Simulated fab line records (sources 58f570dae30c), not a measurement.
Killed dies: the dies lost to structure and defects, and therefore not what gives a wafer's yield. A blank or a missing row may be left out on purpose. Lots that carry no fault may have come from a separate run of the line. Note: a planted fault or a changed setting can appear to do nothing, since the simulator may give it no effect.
The same fault as seen by 2 desks / flow berkeley_cmos170 / each desk has only its own numbers; what lay behind them comes last

== METROLOGY DESK ==
What the gauges read for every lot (on any tool): the sampled wafers with a number, averaged. Marked OUT: a lot whose mean sits more than 4 standard deviations from the usual mean, which makes it out of limits; the brackets give that distance.
Columns: A = SILICIDE_TI_THK at UCB170_SILICIDE_THK_MEAS_03, usual 29.6 nm
lot=L342; first seen here=day 5 23:02; A=29.3
lot=L343; first seen here=day 6 23:29; A=29.6
lot=L345; first seen here=day 7 08:29; A=29.6
lot=L347; first seen here=day 7 08:49; A=29.6
lot=L348; first seen here=day 8 01:38; A=29.5
lot=L349; first seen here=day 8 12:10; A=29.8
lot=L352; first seen here=day 9 02:13; A=29.9
lot=L353; first seen here=day 9 14:51; A=29.1
lot=L358; first seen here=day 10 08:30; A=29.5
lot=L359; first seen here=day 10 12:33; A=29.6
lot=L360; first seen here=day 10 23:13; A=29.2
lot=L365; first seen here=day 11 13:29; A=29.4
lot=L364; first seen here=day 11 13:52; A=29.9
Result from this desk: across the 13 lots, nothing is out of limits.

== AT THE TOOL OWNER'S DESK: rie_metal-04 ==
The tool's own readings at UCB170_M1_METAL_ETCH_12 (etches Al in Cl2/BCl3, stops on PSG, target depth 780 nm, time 130 s): means of the sampled wafers that have a number, for each lot that ran on this tool. Marked OUT: a lot whose mean sits more than 4 standard deviations from the usual mean, which makes it out of limits; the brackets give that distance.
Columns: A = drypump_motor_current_A at UCB170_M1_METAL_ETCH_12, usual 5.8 A; B = oes_product_au at UCB170_M1_METAL_ETCH_12, usual 0.866 a.u.; C = throttle_valve_pct at UCB170_M1_METAL_ETCH_12, usual 24.52 %
lot=L342; first seen here=day 6 05:08; A=5.7; B=0.880; C=24.56
lot=L345; first seen here=day 7 14:32; A=6.0; B=0.860; C=24.60
lot=L348; first seen here=day 8 08:05; A=6.0; B=0.855; C=24.61
lot=L353; first seen here=day 10 04:11; A=6.3; B=0.860; C=24.65
lot=L359; first seen here=day 10 23:50; A=6.6; B=0.848; C=24.70
Result from this desk: across the 5 lots, nothing is out of limits.

== ALL TOGETHER ==
From the metrology desk's view, nothing was out of limits.
The desk of the tool owner found nothing out of limits.

== WHAT WAS PUT IN BY THE SIMULATOR ==
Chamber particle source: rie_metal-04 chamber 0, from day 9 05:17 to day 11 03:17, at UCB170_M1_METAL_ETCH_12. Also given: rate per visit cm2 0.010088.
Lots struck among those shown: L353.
